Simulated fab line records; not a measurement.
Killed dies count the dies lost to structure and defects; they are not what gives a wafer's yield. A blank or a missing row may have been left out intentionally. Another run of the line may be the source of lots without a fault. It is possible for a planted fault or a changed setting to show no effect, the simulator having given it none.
The tool behind it: which one? :: flow rit-cmos :: 14 lots, 42 wafers sampled, at 5 steps of a route of 202

## WHAT EACH GAUGE READ, for each wafer
RIT_ACTIVE_BOW_MEAS_00.
lot: L646
measured: day 1 10:00
on: film-metro-04
INCOMING_BOW (um): 7 0 12

lot: L647
measured: day 1 15:01
on: film-metro-03
INCOMING_BOW (um): -4 4 -3

lot: L648
measured: day 1 20:00
on: film-metro-01
INCOMING_BOW (um): 1 1 4

lot: L649
measured: day 2 01:01
on: film-metro-04
INCOMING_BOW (um): 0 -1 5

lot: L650
measured: day 2 06:01
on: film-metro-03
INCOMING_BOW (um): 3 0 7

lot: L651
measured: day 2 11:02
on: film-metro-01
INCOMING_BOW (um): 1 -3 -3

lot: L657
measured: day 3 17:01
on: film-metro-03
INCOMING_BOW (um): 7 3 1

lot: L658
measured: day 3 22:01
on: film-metro-01
INCOMING_BOW (um): -4 -4 -4

lot: L659
measured: day 4 03:01
on: film-metro-01
INCOMING_BOW (um): -4 -2 3

lot: L662
measured: day 4 18:00
on: film-metro-01
INCOMING_BOW (um): -3 9 -1

lot: L664
measured: day 5 04:02
on: film-metro-04
INCOMING_BOW (um): -2 14 6

lot: L666
measured: day 5 14:00
on: film-metro-01
INCOMING_BOW (um): 2 -1 -5

lot: L667
measured: day 5 19:01
on: film-metro-03
INCOMING_BOW (um): 0 -10 2

lot: L669
measured: day 6 05:01
on: film-metro-04
INCOMING_BOW (um): 7 -1 4

RIT_ACTIVE_CD_MEAS_90: the cd target is 1400 nm.
lot: L646
measured: day 1 16:02
on: cd-sem-02
cd-nm (nm): 1400.4 1401.2 1402.7

lot: L647
measured: day 1 23:02
on: cd-sem-02
cd-nm (nm): 1401.9 1400.7 1402.4

lot: L648
measured: day 2 01:05
on: cd-sem-02
cd-nm (nm): 1402.3 1403.2 1401.5

lot: L649
measured: day 2 06:10
on: cd-sem-01
cd-nm (nm): 1402.3 1401.2 1403.5

lot: L650
measured: day 2 11:12
on: cd-sem-02
cd-nm (nm): 1403.6 1404.1 1402.9

lot: L651
measured: day 2 16:04
on: cd-sem-01
cd-nm (nm): 1399.8 1397.5 1398.6

lot: L657
measured: day 3 22:10
on: cd-sem-01
cd-nm (nm): 1400.8 1402.7 1401.1

lot: L658
measured: day 4 03:02
on: cd-sem-01
cd-nm (nm): 1399.8 1401.3 1398.5

lot: L659
measured: day 4 08:10
on: cd-sem-01
cd-nm (nm): 1403.6 1403.3 1401.2

lot: L662
measured: day 4 23:53
on: cd-sem-01
cd-nm (nm): 1404.6 1404.3 1404.7

lot: L664
measured: day 5 09:04
on: cd-sem-02
cd-nm (nm): 1402.3 1403.1 1403.1

lot: L666
measured: day 5 19:01
on: cd-sem-01
cd-nm (nm): 1399.0 1399.4 1401.3

lot: L667
measured: day 6 00:10
on: cd-sem-02
cd-nm (nm): 1402.2 1401.6 1399.5

lot: L669
measured: day 6 10:10
on: cd-sem-01
cd-nm (nm): 1399.2 1398.4 1399.0

RIT_NRETRO_TW_MEAS_10.
lot: L646
measured: day 2 10:27
on: film-metro-04
NRETRO_TW: 1051 1049 1040

lot: L647
measured: day 2 14:57
on: film-metro-03
NRETRO_TW: 1033 1035 1032

lot: L648
measured: day 2 17:01
on: film-metro-04
NRETRO_TW: 1048 1046 1049

lot: L649
measured: day 2 21:06
on: film-metro-04
NRETRO_TW: 1046 1048 1042

lot: L650
measured: day 3 02:47
on: film-metro-04
NRETRO_TW: 1051 1046 1054

lot: L651
measured: day 3 07:53
on: film-metro-03
NRETRO_TW: 1036 1032 1032

lot: L657
measured: day 4 12:29
on: film-metro-04
NRETRO_TW: 994 988 988

lot: L658
measured: day 4 17:46
on: film-metro-04
NRETRO_TW: 992 985 985

lot: L659
measured: day 4 22:40
on: film-metro-01
NRETRO_TW: 1019 1024 1024

lot: L662
measured: day 5 14:29
on: film-metro-01
NRETRO_TW: 1028 1019 1021

lot: L664
measured: day 6 01:17
on: film-metro-03
NRETRO_TW: 1028 1031 1027

lot: L666
measured: day 6 11:13
on: film-metro-01
NRETRO_TW: 1021 1023 1028

lot: L667
measured: day 6 14:41
on: film-metro-03
NRETRO_TW: 1033 1034 1033

lot: L669
measured: day 7 00:23
on: film-metro-01
NRETRO_TW: 1031 1028 1027

## EACH LOT AND THE TOOL THAT RAN IT (in order: tool; ch and the chambers of the sampled wafers; start)
lot: L646
RIT_NWELL_STRIP_09: plasma-asher-01 ch 0,1, day 2 01:01
RIT_NRETRO_IMPLANT_08: implanter-04 ch 0, day 2 10:07

lot: L647
RIT_NWELL_STRIP_09: plasma-asher-03 ch 0,1, day 2 04:35
RIT_NRETRO_IMPLANT_08: implanter-04 ch 0, day 2 14:38

lot: L648
RIT_NWELL_STRIP_09: plasma-asher-03 ch 0,1, day 2 08:14
RIT_NRETRO_IMPLANT_08: implanter-03 ch 0, day 2 16:41

lot: L649
RIT_NWELL_STRIP_09: plasma-asher-03 ch 0,1, day 2 12:04
RIT_NRETRO_IMPLANT_08: implanter-04 ch 0, day 2 20:47

lot: L650
RIT_NWELL_STRIP_09: plasma-asher-01 ch 0,1, day 2 18:10
RIT_NRETRO_IMPLANT_08: implanter-04 ch 0, day 3 02:28

lot: L651
RIT_NWELL_STRIP_09: plasma-asher-01 ch 0,1, day 2 21:53
RIT_NRETRO_IMPLANT_08: implanter-02 ch 0, day 3 07:35

lot: L657
RIT_NWELL_STRIP_09: plasma-asher-01 ch 0,1, day 4 03:46
RIT_NRETRO_IMPLANT_08: implanter-03 ch 0, day 4 12:11

lot: L658
RIT_NWELL_STRIP_09: plasma-asher-03 ch 0,1, day 4 08:42
RIT_NRETRO_IMPLANT_08: implanter-03 ch 0, day 4 17:28

lot: L659
RIT_NWELL_STRIP_09: plasma-asher-01 ch 0,1, day 4 13:55
RIT_NRETRO_IMPLANT_08: implanter-02 ch 0, day 4 22:21

lot: L662
RIT_NWELL_STRIP_09: plasma-asher-04 ch 0,1, day 5 05:38
RIT_NRETRO_IMPLANT_08: implanter-04 ch 0, day 5 14:10

lot: L664
RIT_NWELL_STRIP_09: plasma-asher-04 ch 0,1, day 5 16:19
RIT_NRETRO_IMPLANT_08: implanter-02 ch 0, day 6 00:59

lot: L666
RIT_NWELL_STRIP_09: plasma-asher-03 ch 0,1, day 6 01:29
RIT_NRETRO_IMPLANT_08: implanter-02 ch 0, day 6 10:53

lot: L667
RIT_NWELL_STRIP_09: plasma-asher-01 ch 0,1, day 6 05:46
RIT_NRETRO_IMPLANT_08: implanter-04 ch 0, day 6 14:23

lot: L669
RIT_NWELL_STRIP_09: plasma-asher-03 ch 0,1, day 6 15:41
RIT_NRETRO_IMPLANT_08: implanter-04 ch 0, day 7 00:05
- RIT_NWELL_STRIP_09: strips in O2, time 180 s.
- RIT_NRETRO_IMPLANT_08

## WHAT THE TOOLS THEMSELVES READ (means of the sampled wafers that have a number; where no wafer has one, the mark that the record gives instead)
RIT_NWELL_STRIP_09.
lot: L646
tool: plasma-asher-01
drypump-motor-current-A (A): 5.2

lot: L647
tool: plasma-asher-03
drypump-motor-current-A (A): 5.9

lot: L648
tool: plasma-asher-03
drypump-motor-current-A (A): 5.9

lot: L649
tool: plasma-asher-03
drypump-motor-current-A (A): 6.3

lot: L650
tool: plasma-asher-01
drypump-motor-current-A (A): 5.2

lot: L651
tool: plasma-asher-01
drypump-motor-current-A (A): 5.2

lot: L657
tool: plasma-asher-01
drypump-motor-current-A (A): 5.3

lot: L658
tool: plasma-asher-03
drypump-motor-current-A (A): 5.9

lot: L659
tool: plasma-asher-01
drypump-motor-current-A (A): 5.3

lot: L662
tool: plasma-asher-04
drypump-motor-current-A (A): 5.2

lot: L664
tool: plasma-asher-04
drypump-motor-current-A (A): 5.7

lot: L666
tool: plasma-asher-03
drypump-motor-current-A (A): 5.9

lot: L667
tool: plasma-asher-01
drypump-motor-current-A (A): 5.3

lot: L669
tool: plasma-asher-03
drypump-motor-current-A (A): 6.3

RIT_NRETRO_IMPLANT_08.
lot: L646
tool: implanter-04
dose-ions-cm2: 1e+13
faraday-current-uA: 31.3

lot: L647
tool: implanter-04
dose-ions-cm2: 1e+13
faraday-current-uA: 31.7

lot: L648
tool: implanter-03
dose-ions-cm2: 1e+13
faraday-current-uA: 31.3

lot: L649
tool: implanter-04
dose-ions-cm2: 1e+13
faraday-current-uA: 32.0

lot: L650
tool: implanter-04
dose-ions-cm2: 1e+13
faraday-current-uA: 31.5

lot: L651
tool: implanter-02
dose-ions-cm2: 1e+13
faraday-current-uA: 32.1

lot: L657
tool: implanter-03
dose-ions-cm2: 8e+12
faraday-current-uA: 26.4

lot: L658
tool: implanter-03
dose-ions-cm2: 8e+12
faraday-current-uA: 26.4

lot: L659
tool: implanter-02
dose-ions-cm2: 1e+13
faraday-current-uA: 31.6

lot: L662
tool: implanter-04
dose-ions-cm2: 1e+13
faraday-current-uA: 31.3

lot: L664
tool: implanter-02
dose-ions-cm2: 1e+13
faraday-current-uA: 31.7

lot: L666
tool: implanter-02
dose-ions-cm2: 1e+13
faraday-current-uA: 31.5

lot: L667
tool: implanter-04
dose-ions-cm2: 1e+13
faraday-current-uA: 32.0

lot: L669
tool: implanter-04
dose-ions-cm2: 1e+13
faraday-current-uA: 31.5

## THE ANSWER, worked out from the rows above alone
Rule: what is usual is taken from the lots themselves. Put in order of their means at a reading, lots are off if they are a third of the lots or fewer, leave a main group of 4 or more, and stand apart from it by a gap of 3 or more times the standard deviation of the main group's means; of several such gaps the widest counts. A main group is skipped when, at the precision printed for the reading in the tables above, its means are all equal. A lot without any number at a reading at which 4 lots or more have one is off too. All remaining lots with rows at the step are treated as sound. Order of review: gauges by route order, followed by the tools' own readings, for which a lot's mean as printed above is used. At the first step where some lot is off, the reading lying furthest off is the one used; lots without a number count as furthest.
Off: at RIT_NRETRO_TW_MEAS_10 (NRETRO_TW), L657, L658. The main group has a mean of 1035 with a standard deviation of 9.8.
If a tool, at a process step before that reading, ran all the lots that are off and no sound lot after the first of them, it fits. The gauges at RIT_NRETRO_TW_MEAS_10 aren't tried: what is off there is off at RIT_NRETRO_IMPLANT_08 too, on other tools, and a gauge's error can't cause that. One candidate fits, namely implanter-03 at RIT_NRETRO_IMPLANT_08. Its last sound lot is L648 (day 2 16:41), its first lot that is off L657 (day 4 12:11): a fault that began between those two fits.
The tool's own readings at RIT_NRETRO_IMPLANT_08 bear it out: on the lots that are off they differ by more than 5 times the standard deviation of the sound lots' means. dose-ions-cm2 reads 8e+12 there against 1e+13 on the sound lots; faraday-current-uA reads 26.4 there against 31.6 on the sound lots.

## WHAT THE SIMULATOR HAD PUT IN
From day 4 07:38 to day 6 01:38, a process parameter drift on implanter-03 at RIT_NRETRO_IMPLANT_08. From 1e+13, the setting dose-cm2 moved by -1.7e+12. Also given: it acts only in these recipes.
Shown lots that were struck: L657, L658. This agrees with what the rule above found.
